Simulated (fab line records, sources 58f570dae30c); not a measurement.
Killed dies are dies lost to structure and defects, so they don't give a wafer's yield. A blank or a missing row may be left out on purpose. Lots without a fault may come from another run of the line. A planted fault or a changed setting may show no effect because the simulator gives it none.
fab line records | flow berkeley_cmos170
record lots=5 wafers=15 last_day=13
route steps=331 shown V1@257 M2@271 V2@292
lots that met no fault: from a run of the same line without faults
start_h: hours from the record's first day to the start of the lot's first wafer shown | wait_h: hours since the lot's step before | " the same as in the row above | L1.1+2: a row that stands for several wafers | - no value, or no start given | * or withheld: withheld | < > ~ a bound
route shown NAME@n: a module of which the file shows steps, and the number in the route of the first | usual: mean/standard deviation of fault-free wafers | same: alike in all rows | chamber/n: place in a boat | sites: the reading at each site | _std_site: their standard deviation | _edge_site: outer sites' mean less inner sites' | radius_mm: how far each site lies from the wafer's centre | mask NAME#n: copy n | behind: the tool/chamber that last shaped the wafer | hold: why the lot was held/for how many hours/how that ended | device: the transistor (n, p or np) that didn't switch | end of line: the same wafers' tests at the end of the route | a step without rows: its recipe alone | killed: dies lost to structure and defects at the first sort, not the wafer's yield | map: a wafer's dies, x killed, . not, _ none there
set.NAME: the setting as run; set.NAME@STEP: as run at that earlier step | model.NAME: the simulator's own value behind a step, which no gauge read
lots at some steps of the route; a table a step, a row a wafer
services: from which hour (start_h, from the record's first day; less than 0 if before it) a tool's chamber was out of use, for how many hours, and why
## steps
# step UCB170_V1_BOW_MEAS_03
# recipe mode=bow
# usual V1_BOW=18/7.2
# columns lot.wafer tool chamber start_h wait_h V1_BOW[um]
L078.2 film_metro-03 - 244.99 0.1 16
L078.3 " - " " 18
L078.6 " - " " 14
L083.3 film_metro-02 - 259.59 0.3 29
L083.4 " - " " 20
L083.6 " - " " 18
L086.1 film_metro-03 - 273.33 0.2 5
L086.3 " - " " 22
L086.5 " - " " 12
L088.1 film_metro-01 - 274.66 0.2 20
L088.2 " - " " 21
L088.6 " - " " 15
L095.3 film_metro-01 - 302.94 0.2 16
L095.4 " - " " 7
L095.6 " - " " 12
# step UCB170_V1_THK_MEAS_04
# recipe reads=SiO2_of_V1_CVD_00
# usual V1_POLISHED_THK=999.6/1.4
# columns lot.wafer tool chamber start_h wait_h V1_POLISHED_THK[nm]
L078.2 film_metro-03 - 245.10 0.1 1001.2
L078.3 " - " " 999.3
L078.6 " - " " 999.6
L083.3 film_metro-02 - 259.69 0.1 999.3
L083.4 " - " " 1000.9
L083.6 " - " " 999.2
L086.1 film_metro-03 - 273.45 0.1 1000.0
L086.3 " - " " 998.4
L086.5 " - " " 999.3
L088.1 film_metro-01 - 274.78 0.1 999.8
L088.2 " - " " 998.7
L088.6 " - " " 999.2
L095.3 film_metro-01 - 303.04 0.1 1000.4
L095.4 " - " " 999.4
L095.6 " - " " 1000.2
# step UCB170_V1_CLEAN_05
# recipe chemistry=DIW
# columns lot.wafer tool chamber start_h wait_h
L078.2+3+6 wet_bench-03 0 247.77 2.7
L083.3+4+6 wet_bench-03 0 259.86 0.2
L086.1+3+5 wet_bench-02 2 273.51 0.1
L088.1+2+6 wet_bench-03 2 276.55 1.8
L095.3+4+6 wet_bench-02 1 303.54 0.5
# step UCB170_V1_HMDS_06
# recipe prime_time_s=60 prime_temp_c=100
# same prime_time_s=60
# columns lot.wafer tool chamber start_h wait_h
L078.2+3+6 litho_track-02 0 248.10 0.2
L083.3+4+6 litho_track-02 0 260.34 0.3
L086.1+3+5 litho_track-03 0 274.12 0.4
L088.1+2+6 litho_track-02 0 277.28 0.5
L095.3+4+6 litho_track-01 0 303.91 0.2
# step UCB170_V1_COAT_07
# recipe resist=KrF spin_rpm=1500 resist_thk_nm=900
# columns lot.wafer tool chamber start_h wait_h
L078.2+3+6 litho_track-02 0 248.25 0.1
L083.3+4+6 litho_track-02 0 260.49 0.1
L086.1+3+5 litho_track-03 0 274.27 0.1
L088.1+2+6 litho_track-02 0 277.43 0.1
L095.3+4+6 litho_track-01 0 304.06 0.1
# step UCB170_V1_SOFTBAKE_08
# recipe resist=KrF temp_c=130 time_s=60
# columns lot.wafer tool chamber start_h wait_h
L078.2+3+6 litho_track-02 0 248.40 0.1
L083.3+4+6 litho_track-02 0 260.64 0.1
L086.1+3+5 litho_track-03 0 274.42 0.1
L088.1+2+6 litho_track-02 0 277.58 0.1
L095.3+4+6 litho_track-01 0 304.21 0.1
# step UCB170_V1_EXPOSE_09
# recipe mask_id=VIA1 target_cd_nm=700 na=0.5 sigma_outer=0.6 source_shape=conventional dose_mj=37
# columns lot.wafer tool chamber start_h wait_h mask
L078.2+3+6 krf_scanner-02 0 248.67 0.2 VIA1#0
L083.3+4+6 krf_scanner-02 0 260.78 0.1 VIA1#0
L086.1+3+5 krf_scanner-01 0 274.70 0.2 VIA1#0
L088.1+2+6 krf_scanner-01 0 277.73 0.1 VIA1#0
L095.3+4+6 krf_scanner-01 0 304.48 0.2 VIA1#0
# step UCB170_V1_PEB_10
# recipe peb_temp_c=130 peb_time_s=withheld resist=KrF
# columns lot.wafer tool chamber start_h wait_h
L078.2+3+6 litho_track-01 0 249.14 0.5
L083.3+4+6 litho_track-02 0 261.34 0.5
L086.1+3+5 litho_track-01 0 274.81 0.1
L088.1+2+6 litho_track-02 0 278.73 1.0
L095.3+4+6 litho_track-03 0 304.61 0.1
# step UCB170_V1_DEVELOP_11
# recipe developer=TMAH develop_time_s=45 resist=KrF dev_temp_c=21
# usual developer_temp_C=21.01/0.1
# same develop_time_s=45
# columns lot.wafer tool chamber start_h wait_h developer_temp_C
L078.2 litho_track-01 0 - - 20.83
L078.3 " 0 " " 20.95
L078.6 " 0 " " 20.88
L083.3 litho_track-02 0 - - 20.97
L083.4 " 0 " " 21.15
L083.6 " 0 " " 20.96
L086.1 litho_track-01 0 - - 21.01
L086.3 " 0 " " 21.03
L086.5 " 0 " " 21.07
L088.1 litho_track-02 0 - - 21.05
L088.2 " 0 " " 20.97
L088.6 " 0 " " 21.07
L095.3 litho_track-03 0 - - 20.96
L095.4 " 0 " " 20.99
L095.6 " 0 " " 21.04
# step UCB170_V1_CD_MEAS_12
# recipe target_cd_nm=700
# usual cd_nm=699.8/1.3
# columns lot.wafer tool chamber start_h wait_h cd_nm
L078.2 cd_sem-02 - 249.41 - 702.0
L078.3 " - " " 699.9
L078.6 " - " " 701.0
L083.3 cd_sem-01 - 261.61 - 701.4
L083.4 " - " " 701.5
L083.6 " - " " 700.9
L086.1 cd_sem-01 - 275.09 - 697.4
L086.3 " - " " 698.2
L086.5 " - " " 697.5
L088.1 cd_sem-01 - 279.09 - 700.4
L088.2 " - " " 698.3
L088.6 " - " " 699.0
L095.3 cd_sem-02 - 304.87 - 700.8
L095.4 " - " " 700.5
L095.6 " - " " 699.1
# step UCB170_V1_OVL_MEAS_13
# usual V1_OVL=-2/4.9
# columns lot.wafer tool chamber start_h wait_h V1_OVL[nm]
L078.2 overlay-02 - 249.52 0.1 -1
L078.3 " - " " 0
L078.6 " - " " -1
L083.3 overlay-01 - 261.70 0.1 0
L083.4 " - " " -8
L083.6 " - " " 0
L086.1 overlay-01 - 275.21 0.1 -7
L086.3 " - " " -12
L086.5 " - " " -12
L088.1 overlay-01 - 279.21 0.1 0
L088.2 " - " " 0
L088.6 " - " " -6
L095.3 overlay-01 - 304.96 0.1 2
L095.4 " - " " -3
L095.6 " - " " 3
# step UCB170_V1_ETCH_14
# recipe chemistry=CHF3/CF4/Ar target=SiO2 stop_on=Al CHF3_flow_sccm=45 cf4_flow_sccm=15 Ar_flow_sccm=150 pressure_mtorr=200 rf_w=700 target_depth_a=12500 over_etch_frac=0.25 time_s=291
# usual chamber_pressure_mTorr=200.01/0.16 drypump_motor_current_A=5.6/0.41 oes_product_au=0.873/0.014 rf_fwd_power_W=698.0/2 throttle_valve_pct=6.97/0.083
# columns lot.wafer tool chamber start_h wait_h chamber_pressure_mTorr drypump_motor_current_A oes_product_au rf_fwd_power_W rf_hours_counter_h throttle_valve_pct
L078.2 rie_diel-02 0 249.55 0.0 200.25 5.7 0.875 698.4 42 6.93
L078.3 " 3 " " 199.70 5.6 0.898 696.6 15 7.06
L078.6 " 1 " " 200.08 5.6 0.859 697.1 - 7.02
L083.3 rie_diel-04 1 261.72 0.0 200.18 5.1 0.880 699.7 22 7.01
L083.4 " 0 " " 199.92 5.3 0.875 698.6 24 6.93
L083.6 " 0 " " 200.08 5.3 0.874 696.2 - 6.94
L086.1 rie_diel-02 2 275.24 0.0 199.83 5.9 0.866 698.8 117 6.83
L086.3 " 3 " " 199.86 5.6 0.904 699.6 17 7.03
L086.5 " 0 " " 200.01 5.7 0.870 696.9 - 6.93
L088.1 rie_diel-04 0 279.25 0.0 200.05 5.3 0.878 694.6 25 6.93
L088.2 " 3 " " 200.00 6.4 0.889 694.1 124 6.92
L088.6 " 3 " " 200.07 6.5 0.880 695.3 - 6.91
L095.3 rie_diel-02 2 304.99 0.0 199.87 5.9 0.870 699.4 118 6.83
L095.4 " 3 " " 200.05 5.6 0.897 698.5 19 7.06
L095.6 " 0 " " 200.01 5.6 0.868 693.1 - 6.92
# step UCB170_V1_STRIP_15
# recipe chemistry=O2 power_w=400 pressure_mtorr=3500 platen_temp_c=withheld o2_flow_sccm=400 overash_fraction=0.5
# usual chamber_pressure_mTorr=3499.7/2.8 drypump_motor_current_A=6.0/0.5 oes_product_au=0.722/0.0044 strip_time_to_endpoint_s=15.33/0.13
# same overash_fraction=0.5
# columns lot.wafer tool chamber start_h wait_h chamber_pressure_mTorr drypump_motor_current_A oes_product_au rf_hours_counter_h strip_time_to_endpoint_s
L078.2 plasma_asher-04 1 249.72 0.1 3497.5 5.4 0.727 13 15.38
L078.3 " 1 " " 3498.3 5.4 0.722 - 15.39
L078.6 " 0 " " 3495.4 6.6 0.731 - 15.26
L083.3 plasma_asher-04 1 261.94 0.1 3500.2 5.4 0.716 - 15.11
L083.4 " 0 " " 3498.0 6.6 0.722 - 15.24
L083.6 " 1 " " 3500.1 5.4 0.719 - 15.21
L086.1 plasma_asher-01 1 275.42 0.1 3496.6 6.3 0.716 50 15.11
L086.3 " 0 " " 3499.6 6.0 0.725 - 15.43
L086.5 " 1 " " 3495.5 6.3 0.723 - 15.50
L088.1 plasma_asher-01 0 279.42 0.1 3504.1 6.0 0.723 51 15.32
L088.2 " 1 " " 3498.7 6.3 0.730 51 15.52
L088.6 " 0 " " 3500.8 6.0 0.722 - 15.55
L095.3 plasma_asher-04 1 305.20 0.1 3496.8 5.4 0.721 - 15.17
L095.4 " 0 " " 3502.0 6.6 0.725 - 15.41
L095.6 " 0 " " 3499.6 6.6 0.719 - 15.46
# step UCB170_V1_CD_MEAS_90
# recipe target_cd_nm=700
# usual cd_nm=699.4/1.7
# columns lot.wafer tool chamber start_h wait_h cd_nm
L078.2 cd_sem-01 - 249.84 0.1 700.1
L078.3 " - " " 697.8
L078.6 " - " " 699.3
L083.3 cd_sem-01 - 262.04 0.1 701.6
L083.4 " - " " 700.4
L083.6 " - " " 700.7
L086.1 cd_sem-02 - 275.52 0.1 697.4
L086.3 " - " " 697.0
L086.5 " - " " 697.5
L088.1 cd_sem-02 - 279.52 0.1 699.8
L088.2 " - " " 699.1
L088.6 " - " " 699.3
L095.3 cd_sem-01 - 305.31 0.1 700.9
L095.4 " - " " 698.0
L095.6 " - " " 698.8
# step UCB170_M2_PRE_CLEAN_00
# recipe gas=Ar preclean_etch_time_s=60
# columns lot.wafer tool chamber start_h wait_h
L078.2+3+6 pvd_sputter-02 - 249.94 0.1
L083.3+4+6 pvd_sputter-04 - 262.12 0.1
L086.1+3+5 pvd_sputter-04 - 275.64 0.1
L088.1+2+6 pvd_sputter-01 - 279.64 0.1
L095.3+4+6 pvd_sputter-01 - 305.39 0.1
# step UCB170_M2_SPUTTER_01
# recipe material=Al target_thk_nm=900 time_s=120 power_w=6000 chamber_pressure_pa=0.5
# usual cathode_dc_power_W=6000.0/1.1 throttle_valve_pct=30.3/1.1
# columns lot.wafer tool chamber start_h wait_h cathode_dc_power_W throttle_valve_pct
L078.2 pvd_sputter-02 - 250.01 0.0 5999.4 31.1
L078.3 " - " " 6001.1 30.7
L078.6 " - " " 6000.3 31.1
L083.3 pvd_sputter-04 - 262.19 0.0 6001.2 31.0
L083.4 " - " " 5997.6 29.8
L083.6 " - " " 6000.5 29.6
L086.1 pvd_sputter-04 - 275.71 0.0 5999.7 29.8
L086.3 " - " " 5998.1 30.6
L086.5 " - " " 6000.0 30.0
L088.1 pvd_sputter-01 - 279.71 0.0 6000.8 31.1
L088.2 " - " " 5999.0 28.6
L088.6 " - " " 5998.9 28.5
L095.3 pvd_sputter-01 - 305.45 0.0 6002.1 31.0
L095.4 " - " " 5997.7 28.4
L095.6 " - " " 6000.3 32.1
# step UCB170_M2_RS_MEAS_02
# recipe thk_meas_gauge=four-point-probe reads=Al_of_M2_SPUTTER_01
# usual M2_AL_RS=0.0323/0.00062
# columns lot.wafer tool chamber start_h wait_h M2_AL_RS[ohm/sq]
L078.2 film_metro-01 - 250.14 0.1 0.0325
L078.3 " - " " 0.0317
L078.6 " - " " 0.0318
L083.3 film_metro-04 - 262.31 0.1 0.0333
L083.4 " - " " 0.0332
L083.6 " - " " 0.0327
L086.1 film_metro-01 - 275.79 0.0 0.0324
L086.3 " - " " 0.0323
L086.5 " - " " 0.0325
L088.1 film_metro-02 - 279.79 0.0 0.0325
L088.2 " - " " 0.0322
L088.6 " - " " 0.0325
L095.3 film_metro-01 - 305.58 0.1 0.0316
L095.4 " - " " 0.0317
L095.6 " - " " 0.0314
# step UCB170_M2_THK_MEAS_03
# recipe thk_meas_gauge=xrf reads=Al_of_M2_SPUTTER_01
# usual M2_AL_THK=907/17
# columns lot.wafer tool chamber start_h wait_h M2_AL_THK[nm]
L078.2 film_metro-01 - 250.25 0.1 890
L078.3 " - " " 915
L078.6 " - " " 910
L083.3 film_metro-04 - 262.41 0.1 878
L083.4 " - " " 879
L083.6 " - " " 892
L086.1 film_metro-01 - 275.91 0.1 901
L086.3 " - " " 902
L086.5 " - " " 898
L088.1 film_metro-02 - 279.91 0.1 909
L088.2 " - " " 914
L088.6 " - " " 901
L095.3 film_metro-01 - 305.68 0.1 920
L095.4 " - " " 918
L095.6 " - " " 931
# step UCB170_M2_HMDS_04
# recipe prime_time_s=60 prime_temp_c=100
# same prime_time_s=60
# columns lot.wafer tool chamber start_h wait_h
L078.2+3+6 litho_track-01 0 250.96 0.7
L083.3+4+6 litho_track-01 0 263.10 0.7
L086.1+3+5 litho_track-01 0 276.34 0.4
L088.1+2+6 litho_track-04 0 281.08 1.2
L095.3+4+6 litho_track-01 0 305.87 0.2
# step UCB170_M2_COAT_05
# recipe resist=KrF spin_rpm=1500 resist_thk_nm=900
# columns lot.wafer tool chamber start_h wait_h
L078.2+3+6 litho_track-01 0 251.11 0.1
L083.3+4+6 litho_track-01 0 263.25 0.1
L086.1+3+5 litho_track-01 0 276.49 0.1
L088.1+2+6 litho_track-04 0 281.23 0.1
L095.3+4+6 litho_track-01 0 306.02 0.1
# step UCB170_M2_SOFTBAKE_06
# recipe resist=KrF temp_c=130 time_s=60
# columns lot.wafer tool chamber start_h wait_h
L078.2+3+6 litho_track-01 0 251.26 0.1
L083.3+4+6 litho_track-01 0 263.40 0.1
L086.1+3+5 litho_track-01 0 276.64 0.1
L088.1+2+6 litho_track-04 0 281.38 0.1
L095.3+4+6 litho_track-01 0 306.17 0.1
# step UCB170_M2_STRIP_07
# recipe chemistry=O2 power_w=400 pressure_mtorr=3500 platen_temp_c=withheld o2_flow_sccm=384 overash_fraction=0.5
# usual chamber_pressure_mTorr=3500/3.2 drypump_motor_current_A=6.2/0.52 oes_product_au=0.731/0.0047 strip_time_to_endpoint_s=22.08/0.055
# same overash_fraction=0.5
# columns lot.wafer tool chamber start_h wait_h chamber_pressure_mTorr drypump_motor_current_A oes_product_au rf_hours_counter_h strip_time_to_endpoint_s
L078.2 plasma_asher-04 0 251.38 0.1 3498 6.7 0.733 13 22.08
L078.3 " 0 " " 3500 6.6 0.732 - 22.12
L078.6 " 1 " " 3501 5.4 0.728 - 22.07
L083.3 plasma_asher-04 1 263.53 0.1 3496 5.3 0.735 - 22.04
L083.4 " 0 " " 3494 6.6 0.731 - 22.12
L083.6 " 1 " " 3502 5.4 0.730 - 22.05
L086.1 plasma_asher-01 0 276.79 0.1 3500 5.9 0.731 50 22.08
L086.3 " 1 " " 3506 6.3 0.733 - 22.09
L086.5 " 1 " " 3502 6.3 0.723 - 22.02
L088.1 plasma_asher-04 1 281.53 0.1 3504 5.4 0.728 17 22.18
L088.2 " 0 " " 3497 6.6 0.727 17 22.18
L088.6 " 0 " " 3501 6.6 0.724 - 22.15
L095.3 plasma_asher-01 0 306.30 0.1 3504 6.0 0.730 - 22.01
L095.4 " 1 " " 3497 6.2 0.728 - 21.97
L095.6 " 1 " " 3499 6.3 0.744 - 22.06
# step UCB170_M2_STRIP_08
# recipe chemistry=DMSO temp_c=80 time_s=600 material=KrF
# usual temp_c=80.00/0.12
# columns lot.wafer tool chamber start_h wait_h temp_c
L078.2 wet_bench-03 3 251.48 0.1 79.92
L078.3 " 3 " " 80.10
L078.6 " 3 " " 79.94
L083.3 wet_bench-01 1 263.89 0.3 80.05
L083.4 " 1 " " 79.97
L083.6 " 1 " " 80.08
L086.1 wet_bench-04 0 276.89 0.1 80.02
L086.3 " 0 " " 80.11
L086.5 " 0 " " 79.96
L088.1 wet_bench-04 0 281.63 0.1 80.07
L088.2 " 0 " " 79.89
L088.6 " 0 " " 80.01
L095.3 wet_bench-01 3 306.37 0.0 79.94
L095.4 " 3 " " 80.11
L095.6 " 3 " " 79.94
# step UCB170_M2_COAT_09
# recipe resist=BARC temp_c=withheld time_s=withheld spin_rpm=3000 resist_thk_nm=withheld
# columns lot.wafer tool chamber start_h wait_h
L078.2+3+6 litho_track-01 0 252.41 0.7
L083.3+4+6 litho_track-01 0 264.55 0.5
L086.1+3+5 litho_track-01 0 277.79 0.7
L088.1+2+6 litho_track-01 0 282.52 0.7
L095.3+4+6 litho_track-02 0 306.77 0.2
# step UCB170_M2_COAT_10
# recipe resist=KrF spin_rpm=1500 resist_thk_nm=900
# columns lot.wafer tool chamber start_h wait_h
L078.2+3+6 litho_track-01 0 - -
L083.3+4+6 litho_track-01 0 - -
L086.1+3+5 litho_track-01 0 - -
L088.1+2+6 litho_track-01 0 - -
L095.3+4+6 litho_track-02 0 - -
# step UCB170_M2_SOFTBAKE_11
# recipe resist=KrF temp_c=130 time_s=60
# columns lot.wafer tool chamber start_h wait_h
L078.2+3+6 litho_track-01 0 - -
L083.3+4+6 litho_track-01 0 - -
L086.1+3+5 litho_track-01 0 - -
L088.1+2+6 litho_track-01 0 - -
L095.3+4+6 litho_track-02 0 - -
# step UCB170_M2_EXPOSE_12
# recipe mask_id=METAL2 target_cd_nm=700 na=0.5 sigma_outer=0.6 source_shape=conventional dose_mj=26
# columns lot.wafer tool chamber start_h wait_h mask
L078.2+3+6 krf_scanner-02 0 - - METAL2#0
L083.3+4+6 krf_scanner-02 0 264.99 - METAL2#0
L086.1+3+5 krf_scanner-02 0 278.24 - METAL2#0
L088.1+2+6 krf_scanner-02 0 282.97 - METAL2#0
L095.3+4+6 krf_scanner-02 0 307.34 - METAL2#0
# step UCB170_M2_PEB_13
# recipe peb_temp_c=130 peb_time_s=withheld resist=KrF
# columns lot.wafer tool chamber start_h wait_h
L078.2+3+6 litho_track-02 0 - -
L083.3+4+6 litho_track-04 0 265.69 0.7
L086.1+3+5 litho_track-04 0 279.01 0.7
L088.1+2+6 litho_track-02 0 283.63 0.6
L095.3+4+6 litho_track-04 0 307.47 0.1
# step UCB170_M2_DEVELOP_14
# recipe developer=TMAH develop_time_s=45 resist=KrF dev_temp_c=21
# usual developer_temp_C=21.00/0.1
# same develop_time_s=45
# columns lot.wafer tool chamber start_h wait_h developer_temp_C
L078.2 litho_track-02 0 - - 20.96
L078.3 " 0 " " 20.84
L078.6 " 0 " " 21.02
L083.3 litho_track-04 0 - - 21.17
L083.4 " 0 " " 21.10
L083.6 " 0 " " 21.17
L086.1 litho_track-04 0 - - 21.05
L086.3 " 0 " " 20.91
L086.5 " 0 " " 20.98
L088.1 litho_track-02 0 - - 21.13
L088.2 " 0 " " 21.12
L088.6 " 0 " " 20.97
L095.3 litho_track-04 0 - - 21.16
L095.4 " 0 " " 21.17
L095.6 " 0 " " 21.06
# step UCB170_M2_CD_MEAS_15
# recipe target_cd_nm=700
# usual cd_nm=700.1/1.5
# columns lot.wafer tool chamber start_h wait_h cd_nm
L078.2 cd_sem-02 - 254.70 - 699.8
L078.3 " - " " 701.1
L078.6 " - " " 699.6
L083.3 cd_sem-01 - 265.96 - 700.1
L083.4 " - " " 701.0
L083.6 " - " " 698.6
L086.1 cd_sem-01 - 279.28 - 700.7
L086.3 " - " " 701.6
L086.5 " - " " 701.1
L088.1 cd_sem-01 - 283.99 - 701.8
L088.2 " - " " 701.5
L088.6 " - " " 700.3
L095.3 cd_sem-01 - 307.73 - 700.4
L095.4 " - " " 699.4
L095.6 " - " " 699.2
# step UCB170_M2_OVL_MEAS_16
# usual M2_OVL=1/6.1
# columns lot.wafer tool chamber start_h wait_h M2_OVL[nm]
L078.2 overlay-02 - 254.80 0.1 -1
L078.3 " - " " -7
L078.6 " - " " 0
L083.3 overlay-01 - 266.05 0.1 9
L083.4 " - " " 7
L083.6 " - " " 9
L086.1 overlay-01 - 279.40 0.1 3
L086.3 " - " " 1
L086.5 " - " " 3
L088.1 overlay-01 - 284.11 0.1 0
L088.2 " - " " 13
L088.6 " - " " 8
L095.3 overlay-01 - 307.82 0.1 -1
L095.4 " - " " 4
L095.6 " - " " 1
# step UCB170_M2_ETCH_17
# recipe chemistry=N2/H2 target_depth_a=withheld overetch_a=withheld target=BARC time_s=withheld source_w=500 bias_w=100 pressure_mtorr=30 n2_flow_sccm=100 h2_flow_sccm=200
# usual chamber_pressure_mTorr=30.00/0.031 drypump_motor_current_A=5.80/0.25 oes_product_au=0.994/0.019 rf_fwd_power_W=493.4/1.9 throttle_valve_pct=13.30/0.19
# columns lot.wafer tool chamber start_h wait_h chamber_pressure_mTorr drypump_motor_current_A oes_product_au rf_fwd_power_W throttle_valve_pct
L078.2 rie_diel-01 0 254.83 0.0 30.00 6.11 1.003 494.3 13.02
L078.3 " 3 " " 29.97 5.84 0.964 493.0 13.31
L078.6 " 1 " " 29.98 5.90 1.009 493.1 13.37
L083.3 rie_diel-01 1 266.07 0.0 29.95 5.89 1.014 492.6 13.35
L083.4 " 3 " " 30.01 5.83 0.969 493.3 13.30
L083.6 " 0 " " 30.00 6.09 1.003 492.3 13.02
L086.1 rie_diel-01 2 279.44 0.0 29.99 5.47 0.974 495.1 13.35
L086.3 " 3 " " 30.04 5.83 0.965 492.8 13.31
L086.5 " 2 " " 30.03 5.48 0.970 493.9 13.35
L088.1 rie_diel-01 2 284.15 0.0 29.96 5.46 0.959 496.2 13.33
L088.2 " 0 " " 30.00 6.09 1.004 495.8 13.02
L088.6 " 3 " " 29.98 5.79 0.972 492.1 13.30
L095.3 rie_diel-01 1 307.85 0.0 30.02 5.91 1.008 491.5 13.36
L095.4 " 0 " " 29.98 6.11 0.984 495.4 13.02
L095.6 " 1 " " 29.96 5.91 1.011 492.3 13.35
# step UCB170_M2_METAL_ETCH_18
# recipe chemistry=Cl2/BCl3 target=Al stop_on=SiO2 pressure_mtorr=12 target_depth_a=11700 over_etch_frac=0.3 time_s=195 icp_w=600 bias_w=120 Cl2_flow_sccm=90 bcl3_flow_sccm=45
# usual chamber_pressure_mTorr=12.002/0.012 drypump_motor_current_A=5.5/0.47 oes_product_au=0.858/0.014 rf_fwd_power_W=597.9/1.9 throttle_valve_pct=24.3/0.36
# columns lot.wafer tool chamber start_h wait_h chamber_pressure_mTorr drypump_motor_current_A oes_product_au rf_fwd_power_W rf_hours_counter_h throttle_valve_pct
L078.2 rie_metal-02 0 254.87 - 12.012 6.1 0.852 597.1 8 24.4
L078.3 " 1 " " 12.025 5.0 0.880 601.2 - 24.3
L078.6 " 0 " " 11.996 6.1 0.855 597.9 - 24.3
L083.3 rie_metal-04 1 266.24 - 11.988 5.2 0.853 598.8 - 25.0
L083.4 " 1 " " 11.999 5.2 0.851 600.3 - 25.0
L083.6 " 1 " " 11.988 5.2 0.855 598.2 - 25.0
L086.1 rie_metal-03 0 279.48 - 12.023 5.8 0.844 598.4 4 24.0
L086.3 " 0 " " 12.006 5.8 0.845 596.5 - 24.0
L086.5 " 1 " " 11.990 4.9 0.845 596.1 - 24.4
L088.1 rie_metal-02 1 284.19 - 11.998 5.0 0.864 598.1 3 24.3
L088.2 " 0 " " 12.010 6.2 0.863 593.3 9 24.3
L088.6 " 0 " " 12.001 6.2 0.854 593.7 - 24.4
L095.3 rie_metal-02 0 307.95 - 11.988 6.1 0.861 594.1 - 24.4
L095.4 " 1 " " 11.997 5.0 0.870 598.3 - 24.3
L095.6 " 1 " " 12.001 5.0 0.885 598.9 - 24.2
# step UCB170_M2_STRIP_19
# recipe chemistry=O2 power_w=400 pressure_mtorr=3500 platen_temp_c=withheld o2_flow_sccm=400 overash_fraction=0.5
# usual chamber_pressure_mTorr=3500/3.2 drypump_motor_current_A=6.2/0.48 oes_product_au=0.537/0.017
# same overash_fraction=0.5
# columns lot.wafer tool chamber start_h wait_h chamber_pressure_mTorr drypump_motor_current_A oes_product_au rf_hours_counter_h
L078.2 plasma_asher-04 1 255.06 0.1 3502 5.4 0.544 13
L078.3 " 0 " " 3502 6.6 0.533 -
L078.6 " 0 " " 3501 6.6 0.533 -
L083.3 plasma_asher-01 0 266.52 0.2 3499 6.0 0.557 -
L083.4 " 1 " " 3502 6.3 0.564 -
L083.6 " 0 " " 3502 6.0 0.558 -
L086.1 plasma_asher-04 1 279.67 0.1 3501 5.4 0.545 17
L086.3 " 0 " " 3497 6.6 0.546 -
L086.5 " 0 " " 3498 6.6 0.506 -
L088.1 plasma_asher-03 0 284.38 0.1 3501 6.0 0.542 62
L088.2 " 1 " " 3502 6.8 0.537 62
L088.6 " 1 " " 3497 6.8 0.532 -
L095.3 plasma_asher-03 0 308.11 0.1 3503 6.0 0.536 -
L095.4 " 1 " " 3501 6.8 0.537 -
L095.6 " 0 " " 3498 6.0 0.539 -
# step UCB170_M2_CD_MEAS_90
# recipe target_cd_nm=700
# usual cd_nm=701/4.5
# columns lot.wafer tool chamber start_h wait_h cd_nm
L078.2 cd_sem-01 - 255.20 0.1 705
L078.3 " - " " 703
L078.6 " - " " 705
L083.3 cd_sem-02 - 266.63 0.1 697
L083.4 " - " " 701
L083.6 " - " " 698
L086.1 cd_sem-01 - 279.77 0.1 702
L086.3 " - " " 702
L086.5 " - " " 703
L088.1 cd_sem-01 - 284.48 0.1 705
L088.2 " - " " 709
L088.6 " - " " 710
L095.3 cd_sem-01 - 308.25 0.1 705
L095.4 " - " " 702
L095.6 " - " " 700
# step UCB170_V2_CVD_00
# recipe material=SiO2 target_thk_nm=2000 temp_c=390 precursor=TEOS/O2 time_s=250 rf_w=550 pressure_mtorr=9000
# usual heater_power_w=255/49 rf_fwd_power_W=548.7/1.8 susceptor_temp_C=389.99/0.19
# columns lot.wafer tool chamber start_h wait_h heater_power_w rf_fwd_power_W susceptor_temp_C
L078.2 pecvd-01 2 255.30 0.1 267 549.5 390.06
L078.3 " 1 " " 309 548.9 389.87
L078.6 " 0 " " 185 547.3 390.38
L083.3 pecvd-02 2 266.79 0.1 200 545.8 389.73
L083.4 " 0 " " 361 548.8 390.05
L083.6 " 0 " " 264 546.3 390.22
L086.1 pecvd-01 2 279.89 0.1 263 549.6 390.07
L086.3 " 1 " " 242 551.2 389.88
L086.5 " 2 " " 191 547.4 389.97
L088.1 pecvd-01 0 284.60 0.1 233 547.5 389.45
L088.2 " 2 " " 235 550.1 390.12
L088.6 " 0 " " 194 548.7 389.89
L095.3 pecvd-01 2 308.33 0.1 238 548.5 390.03
L095.4 " 1 " " 231 548.7 389.90
L095.6 " 2 " " 192 548.8 389.97
# step UCB170_V2_THK_MEAS_01
# recipe reads=SiO2_of_V2_CVD_00
# usual V2_TEOS_THK=2000/27
# columns lot.wafer tool chamber start_h wait_h V2_TEOS_THK[nm]
L078.2 film_metro-02 - 255.47 0.1 2011
L078.3 " - " " 2029
L078.6 " - " " 2067
L083.3 film_metro-03 - 266.96 0.1 2031
L083.4 " - " " 1952
L083.6 " - " " 1976
L086.1 film_metro-03 - 280.05 0.1 1998
L086.3 " - " " 1984
L086.5 " - " " 2004
L088.1 film_metro-03 - 284.75 0.1 1995
L088.2 " - " " 1987
L088.6 " - " " 2026
L095.3 film_metro-03 - 308.50 0.1 1964
L095.4 " - " " 2003
L095.6 " - " " 1993
## services
# columns tool chamber start_h hours kind
krf_scanner-01 - 229.68 1.0 pm
rie_diel-02 2 229.87 18.3 repair
rie_metal-04 - 231.02 1.2 repair
krf_scanner-02 - 231.29 1.6 repair
pvd_sputter-02 - 231.50 1.5 repair
pecvd-02 - 242.50 14.0 pm
pecvd-02 0 242.50 14.0 vent_cycle
rie_diel-04 3 245.57 7.2 repair
rie_diel-01 2 246.21 - clean
rie_diel-01 2 246.21 28.3 scheduled_down
rie_diel-01 2 246.21 28.3 vent_cycle
krf_scanner-02 - 254.92 0.8 pm
rie_diel-02 0 256.12 10.6 repair
plasma_asher-04 - 260.18 1.7 repair
rie_diel-02 - 262.96 0.8 repair
rie_metal-04 0 265.23 3.3 repair
pecvd-02 1 265.52 6.3 repair
rie_metal-03 - 265.68 0.2 repair
plasma_asher-04 - 269.85 2.6 repair
krf_scanner-02 - 278.42 1.3 pm
krf_scanner-02 - 289.75 1.0 pm
rie_diel-02 - 292.90 1.8 repair
pvd_sputter-04 - 298.08 1.0 repair
pecvd-02 - 301.21 14.6 pm
## key
fault none
